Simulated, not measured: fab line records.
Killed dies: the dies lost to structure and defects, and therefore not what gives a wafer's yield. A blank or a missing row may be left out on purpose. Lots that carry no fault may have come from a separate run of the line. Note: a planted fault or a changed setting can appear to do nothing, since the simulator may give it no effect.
A single fault, viewed from 2 desks | flow berkeley cmos170 | what lay behind the numbers comes last; until then each desk has only its own

FROM THE METROLOGY DESK
What the gauges read for every lot (on any tool): the sampled wafers with a number, averaged. Marked OUT: a lot whose mean sits more than 4 standard deviations from the usual mean, which makes it out of limits; the brackets give that distance.
Columns: A = INCOMING_BOW at UCB170_START_BOW_MEAS_00, usual 0 um; B = cd nm at UCB170_CONTACT_CD_MEAS_15, usual 699.8 nm
lot  | first seen here | A  | B
L793 | day 1 10:01     | -1 | 701.0
L794 | day 1 15:00     | 2  | 702.3
L795 | day 1 20:00     | 1  | 700.0
L796 | day 2 01:00     | 1  | 700.0
L798 | day 2 11:01     | -1 | 700.7
L799 | day 2 16:00     | 1  | 700.0
L804 | day 3 17:00     | -5 | 699.3
L806 | day 4 03:00     | -0 | 699.8
L808 | day 4 13:07     | -5 | 700.2
L810 | day 4 23:01     | 0  | 699.4
L811 | day 5 04:01     | -2 | 698.8
L813 | day 5 14:00     | 0  | 699.8
L814 | day 5 19:00     | 6  | 700.7
L816 | day 6 05:01     | 0  | 702.5
This desk found nothing out of limits on any of the 14 lots.

FOR THE TOOL OWNER'S DESK: rie metal-03
The tool's own readings at UCB170_M1_METAL_ETCH_12 (etches Al in Cl2/BCl3, stops on PSG, target depth 780 nm, time 130 s): means of the sampled wafers that have a number, for each lot that ran on this tool. Marked OUT: a lot whose mean sits more than 4 standard deviations from the usual mean, which makes it out of limits; the brackets give that distance.
Columns: A = drypump motor current A at UCB170_M1_METAL_ETCH_12, usual 5.4 A; B = oes product au at UCB170_M1_METAL_ETCH_12, usual 0.853 a.u.; C = throttle valve pct at UCB170_M1_METAL_ETCH_12, usual 24.49 %
lot  | first seen here | A   | B                | C
L793 | day 7 17:54     | 5.8 | 0.847            | 24.53
L795 | day 8 21:35     | 5.5 | 0.852            | 24.49
L799 | day 9 19:48     | 5.5 | 0.844            | 24.49
L804 | day 10 20:50    | 5.8 | 0.872            | 24.51
L806 | day 11 09:02    | 5.1 | 0.920 (+6.9) OUT | 24.43
This desk's verdict: out of limits on L806, starting with L806 at day 11 09:02 (oes product au at UCB170_M1_METAL_ETCH_12). L793, L795, L799, L804: within limits.

TAKEN TOGETHER
An alarm could have come from the tool owner's desk at day 11 09:02, on L806.
From the metrology desk's view, nothing was out of limits.
The metrology desk has L806 on record, within its limits.
All the named lots went through UCB170_M1_METAL_ETCH_12 on rie metal-03.

WHAT THE SIMULATOR HAD PUT IN
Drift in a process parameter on rie metal-03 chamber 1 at UCB170_M1_METAL_ETCH_12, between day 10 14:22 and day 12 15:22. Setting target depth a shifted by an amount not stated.
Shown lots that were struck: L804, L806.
Hours from the fault's start to each desk's first reading out of limits: the tool owner's desk, 19.
